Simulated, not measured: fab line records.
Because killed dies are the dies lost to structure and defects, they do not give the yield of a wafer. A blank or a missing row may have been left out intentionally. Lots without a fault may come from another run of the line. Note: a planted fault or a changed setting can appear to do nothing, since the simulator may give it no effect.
2 desks, one fault + flow rit_cmos + what lay behind the numbers comes last; until then each desk has only its own

## FROM THE METROLOGY DESK
Lot by lot, what the gauges showed, no matter which tool ran the lot: averages of those sampled wafers that carry a number. Marked OUT: a lot whose mean sits more than 4 standard deviations from the usual mean, which makes it out of limits; the brackets give that distance.
Columns: A = ACTIVE_OXIDE_THK at RIT_ACTIVE_THK_MEAS_02, usual 49.6 nm; B = ACTIVE_NITRIDE_THK at RIT_ACTIVE_THK_MEAS_04, usual 149.9 nm
| lot  | first seen here | A    | B     |
|------|-----------------|------|-------|
| L216 | day 1 14:52     | 49.1 | 150.2 |
| L217 | day 1 17:19     | 50.9 | 152.0 |
| L218 | day 1 22:07     | 49.1 | 152.7 |
| L219 | day 2 03:17     | 48.0 | 150.0 |
| L220 | day 2 09:20     | 51.4 | 148.8 |
| L221 | day 2 13:04     | 48.2 | 148.6 |
| L223 | day 3 00:08     | 49.2 | 150.0 |
| L224 | day 3 04:47     | 49.3 | 151.0 |
| L225 | day 3 09:46     | 50.8 | 148.9 |
| L226 | day 3 15:15     | 47.5 | 149.4 |
| L228 | day 4 00:15     | 50.3 | 150.0 |
| L235 | day 5 17:19     | 48.7 | 150.8 |
| L236 | day 5 17:20     | 48.7 | 148.9 |
| L239 | day 6 07:58     | 51.4 | 148.0 |
This desk's verdict: no lot among the 14 shows anything out of limits.

## FOR THE TOOL OWNER'S DESK: plasma_asher-01
The tool's own readings at RIT_PRETRO_STRIP_09 (strips in O2, time 180 s): means of the sampled wafers that have a number, for each lot that ran on this tool. Marked OUT: a lot whose mean sits more than 4 standard deviations from the usual mean, which makes it out of limits; the brackets give that distance.
Columns: A = drypump_motor_current_A at RIT_PRETRO_STRIP_09, usual 5.9 A; B = o2_flow_sccm at RIT_PRETRO_STRIP_09, usual 3999 sccm; C = rf_refl_power_W at RIT_PRETRO_STRIP_09, usual 7.8 W
| lot  | first seen here | A   | B    | C   |
|------|-----------------|-----|------|-----|
| L217 | day 2 12:46     | 5.7 | 3996 | 8.0 |
| L221 | day 3 12:27     | 5.7 | 4017 | 8.0 |
| L225 | day 4 09:28     | 5.7 | 4009 | 7.9 |
| L226 | day 4 14:58     | 5.7 | 3986 | 8.1 |
| L228 | day 4 21:06     | 5.7 | 4007 | 7.9 |
This desk's verdict: no lot among the 5 shows anything out of limits.

## BROUGHT TOGETHER
Metrology desk: nothing out of limits seen.
The desk of the tool owner found nothing out of limits.

## WHAT THE SIMULATOR HAD INSERTED
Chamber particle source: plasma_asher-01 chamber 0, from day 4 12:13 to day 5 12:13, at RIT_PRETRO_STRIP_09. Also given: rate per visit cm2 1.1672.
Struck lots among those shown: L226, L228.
